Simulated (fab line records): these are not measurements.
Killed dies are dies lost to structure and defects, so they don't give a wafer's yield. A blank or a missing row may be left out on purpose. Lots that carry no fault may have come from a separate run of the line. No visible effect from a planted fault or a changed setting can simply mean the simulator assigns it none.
fab line records | flow rit_cmos
record: lots: 14 wafers: 42 last_day: 8
route steps=202 shown NWELL@37 PWELL@49 NRETRO@63 PRETRO@74
lots with no fault: from the same line, run without faults
start_h: the number of hours between the record's first day and the start of the first shown wafer of the lot | wait_h: time in hours since the lot's previous step | " same as the row above | L1.1+2: a row that stands for several wafers | - no value, or no start given | * or withheld: withheld | < > ~ a bound
route shown NAME@n: names a module that has steps shown in the file, with the first one's number in the route | usual: mean/standard deviation taken from wafers without a fault | same: alike in all rows | chamber/n: place in a boat | sites: readings site by site | _std_site: the values' standard deviation | _edge_site: outer sites' mean less inner sites' | radius_mm: for every site, how far away it sits from the centre of the wafer | mask NAME#n: copy n | behind: the most recent tool/chamber to have shaped the wafer | hold: why the lot went on hold/how many hours it stayed there/how the hold came to an end | device: whichever transistor did not switch (one of n, p or np) | end of line: the route-end tests of the same wafers | for a step that has no rows: nothing shown but its recipe | killed: count of dies lost to structure and defects at first sort (not the wafer's yield) | map: dies across one wafer; x = killed, . = not, _ = none there
set.NAME: setting as actually run; set.NAME@STEP: the setting as run at that earlier step | model.NAME: the simulator's own value behind a step, which no gauge read
steps of the route over a sample of lots; a table a step, a row a wafer
services: a tool's chamber out of use, with start hour (start_h, from the record's first day; less than 0 if before it), hours out, and reason
== steps ==
step: RIT_NWELL_STRIP_09
recipe: chemistry: O2 time_s: 180 resist: NOVOLAK platen_temp_c: withheld power_w: 500 pressure_mtorr: 4000 o2_flow_sccm: 4000
usual: chamber_pressure_mTorr: 4000/3.7 drypump_motor_current_A: 5.8/0.48
columns lot.wafer tool chamber start_h wait_h chamber_pressure_mTorr drypump_motor_current_A rf_hours_counter_h
L322.2 plasma_asher-02 0 31.01 0.1 4003 5.1 39
L322.4 " 1 " " 3997 6.6 -
L322.6 " 0 " " 3997 5.1 -
L323.2 plasma_asher-02 1 37.08 0.1 3999 6.6 40
L323.3 " 0 " " 4000 5.1 -
L323.6 " 1 " " 3996 6.6 -
L324.1 plasma_asher-04 1 37.96 0.1 3999 5.6 39
L324.3 " 1 " " 4000 5.7 -
L324.5 " 1 " " 4003 5.7 -
L325.2 plasma_asher-02 0 46.20 0.1 4001 5.1 41
L325.3 " 0 " " 3994 5.1 -
L325.6 " 1 " " 4000 6.6 -
L326.3 plasma_asher-03 0 49.82 0.1 3998 6.2 -
L326.4 " 1 " " 4004 5.5 -
L326.5 " 1 " " 4003 5.5 -
L327.1 plasma_asher-03 0 52.46 0.1 3996 6.2 36
L327.4 " 0 " " 3996 6.2 -
L327.5 " 1 " " 3994 5.5 -
L328.1 plasma_asher-03 1 57.35 0.1 4004 5.5 37
L328.2 " 0 " " 4000 6.3 37
L328.5 " 1 " " 3996 5.4 -
L329.1 plasma_asher-02 0 64.88 0.1 3995 5.1 44
L329.5 " 1 " " 4003 6.6 -
L329.6 " 0 " " 4001 5.1 -
L330.1 plasma_asher-04 0 69.18 0.1 4003 5.9 43
L330.3 " 0 " " 4005 5.9 -
L330.5 " 1 " " 3997 5.7 -
L333.3 plasma_asher-03 1 84.48 0.1 - - -
L333.4 " 0 " " - - -
L333.6 " 1 " " - - -
L334.1 plasma_asher-04 0 86.57 0.1 - - -
L334.2 " 1 " " - - -
L334.3 " 1 " " - - -
L336.4 plasma_asher-04 0 99.37 0.1 4000 5.9 -
L336.5 " 1 " " 3998 5.7 -
L336.6 " 0 " " 4000 5.8 -
L342.1 plasma_asher-02 0 136.41 0.1 4001 5.1 1
L342.3 " 1 " " 4001 6.6 -
L342.6 " 1 " " 4002 6.6 -
L343.1 plasma_asher-04 1 136.65 0.1 4004 5.6 50
L343.4 " 0 " " 4008 5.9 -
L343.6 " 1 " " 4007 5.6 -
step: RIT_PWELL_TW_MEAS_10
usual: PWELL_TW: 941/6.6
columns lot.wafer tool chamber start_h wait_h PWELL_TW
L322.2 film_metro-03 - 32.95 0.1 935
L322.4 " - " " 931
L322.6 " - " " 936
L323.2 film_metro-04 - 39.01 0.1 940
L323.3 " - " " 943
L323.6 " - " " 942
L324.1 film_metro-03 - 39.70 0.1 935
L324.3 " - " " 930
L324.5 " - " " 929
L325.2 film_metro-01 - 47.96 0.1 938
L325.3 " - " " 938
L325.6 " - " " 941
L326.3 film_metro-03 - 51.63 0.1 934
L326.4 " - " " 929
L326.5 " - " " 937
L327.1 film_metro-03 - 54.31 0.1 936
L327.4 " - " " 937
L327.5 " - " " 935
L328.1 film_metro-04 - 59.20 0.1 949
L328.2 " - " " 947
L328.5 " - " " 950
L329.1 film_metro-01 - 66.87 0.1 943
L329.5 " - " " 942
L329.6 " - " " 945
L330.1 film_metro-01 - 71.07 0.1 940
L330.3 " - " " 943
L330.5 " - " " 939
L333.3 film_metro-03 - 86.17 0.1 30
L333.4 " - " " 30
L333.6 " - " " 30
L334.1 film_metro-04 - 88.30 0.1 30
L334.2 " - " " 30
L334.3 " - " " 30
L336.4 film_metro-01 - 101.07 0.1 944
L336.5 " - " " 936
L336.6 " - " " 947
L342.1 film_metro-04 - 138.26 0.1 949
L342.3 " - " " 950
L342.6 " - " " 952
L343.1 film_metro-01 - 138.50 0.1 944
L343.4 " - " " 941
L343.6 " - " " 940
step: RIT_NRETRO_TW_MEAS_10
usual: NRETRO_TW: 1044/8.8
columns lot.wafer tool chamber start_h wait_h NRETRO_TW
L322.2 film_metro-01 - 40.60 0.1 1031
L322.4 " - " " 1033
L322.6 " - " " 1031
L323.2 film_metro-02 - 46.57 0.1 1062
L323.3 " - " " 1062
L323.6 " - " " 1060
L324.1 film_metro-04 - 47.46 0.1 1039
L324.3 " - " " 1038
L324.5 " - " " 1036
L325.2 film_metro-01 - 54.83 0.1 1033
L325.3 " - " " 1037
L325.6 " - " " 1038
L326.3 film_metro-02 - 60.05 0.1 1051
L326.4 " - " " 1046
L326.5 " - " " 1046
L327.1 film_metro-02 - 62.03 0.1 1045
L327.4 " - " " 1046
L327.5 " - " " 1051
L328.1 film_metro-02 - 67.12 0.1 1045
L328.2 " - " " 1051
L328.5 " - " " 1051
L329.1 film_metro-01 - 73.93 0.1 1032
L329.5 " - " " 1031
L329.6 " - " " 1032
L330.1 film_metro-02 - 81.01 0.1 1055
L330.3 " - " " 1060
L330.5 " - " " 1064
L333.3 film_metro-04 - 94.61 0.1 30
L333.4 " - " " 30
L333.6 " - " " 30
L334.1 film_metro-02 - 95.20 0.1 30
L334.2 " - " " 30
L334.3 " - " " 30
L336.4 film_metro-01 - 108.29 0.1 1034
L336.5 " - " " 1038
L336.6 " - " " 1038
L343.1 film_metro-04 - 146.60 0.1 1043
L343.4 " - " " 1047
L343.6 " - " " 1041
L342.1 film_metro-04 - 148.47 0.1 1041
L342.3 " - " " 1045
L342.6 " - " " 1044
step: RIT_PRETRO_TW_MEAS_10
usual: PRETRO_TW: 470/5.2
columns lot.wafer tool chamber start_h wait_h PRETRO_TW
L322.2 film_metro-02 - 42.15 0.1 478
L322.4 " - " " 479
L322.6 " - " " 478
L323.2 film_metro-03 - 48.25 0.1 466
L323.3 " - " " 463
L323.6 " - " " 465
L324.1 film_metro-01 - 49.14 0.1 468
L324.3 " - " " 469
L324.5 " - " " 468
L325.2 film_metro-01 - 56.51 0.1 466
L325.3 " - " " 470
L325.6 " - " " 468
L326.3 film_metro-03 - 61.73 0.1 467
L326.4 " - " " 466
L326.5 " - " " 464
L327.1 film_metro-01 - 63.59 0.1 466
L327.4 " - " " 467
L327.5 " - " " 465
L328.1 film_metro-03 - 68.67 0.1 464
L328.2 " - " " 468
L328.5 " - " " 465
L329.1 film_metro-03 - 75.61 0.1 465
L329.5 " - " " 465
L329.6 " - " " 466
L330.1 film_metro-02 - 82.69 0.1 479
L330.3 " - " " 480
L330.5 " - " " 477
L333.3 film_metro-01 - 96.16 0.1 30
L333.4 " - " " 30
L333.6 " - " " 30
L334.1 film_metro-01 - 96.75 0.1 30
L334.2 " - " " 30
L334.3 " - " " 30
L336.4 film_metro-03 - 110.07 0.1 467
L336.5 " - " " 464
L336.6 " - " " 463
L343.1 film_metro-01 - 148.31 0.1 468
L343.4 " - " " 469
L343.6 " - " " 471
L342.1 film_metro-01 - 150.47 0.1 471
L342.3 " - " " 468
L342.6 " - " " 471
== services ==
columns tool chamber start_h hours kind
plasma_asher-02 - 108.75 9.0 pm
plasma_asher-02 0 108.75 11.4 vent_cycle
plasma_asher-02 1 108.75 11.4 vent_cycle
plasma_asher-02 - 116.00 4.1 repair
plasma_asher-02 0 117.75 - clean
plasma_asher-02 1 117.75 - clean
== key ==
first_sign: step: RIT_NWELL_STRIP_09 reading: tool_record direction: missing
effect: step: RIT_PWELL_TW_MEAS_10 reading: PWELL_TW direction: down sigmas: 99+ usual: 941 struck: 30
effect: step: RIT_NRETRO_TW_MEAS_10 reading: NRETRO_TW direction: down sigmas: 99+ usual: 1044 struck: 30
effect: step: RIT_PRETRO_TW_MEAS_10 reading: PRETRO_TW direction: down sigmas: 84 usual: 470 struck: 30
met_at RIT_NWELL_STRIP_09
struck_lots L333,L334
sort_left_out L333.3,L333.4,L333.6,L334.1,L334.2,L334.3
tester_left_out L333,L334
onset_between 69.18 84.48
fault: kind: skipped_step_whole tool: plasma_asher-03,plasma_asher-04 chamber: - onset_h: 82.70 steps: RIT_NWELL_STRIP_09 scope: struck_lots_only
tester_left_out: of these lots the tester's yield and bins aren't shown, on N5 and GAA mostly nor the transistor test; their killed dies are dies lost to structure and defects alone, not to doping, threshold or leakage, so they don't give the yield
sort_left_out: the simulated sort isn't trusted on such a fault, so these wafers' sort isn't shown, and their yield isn't known
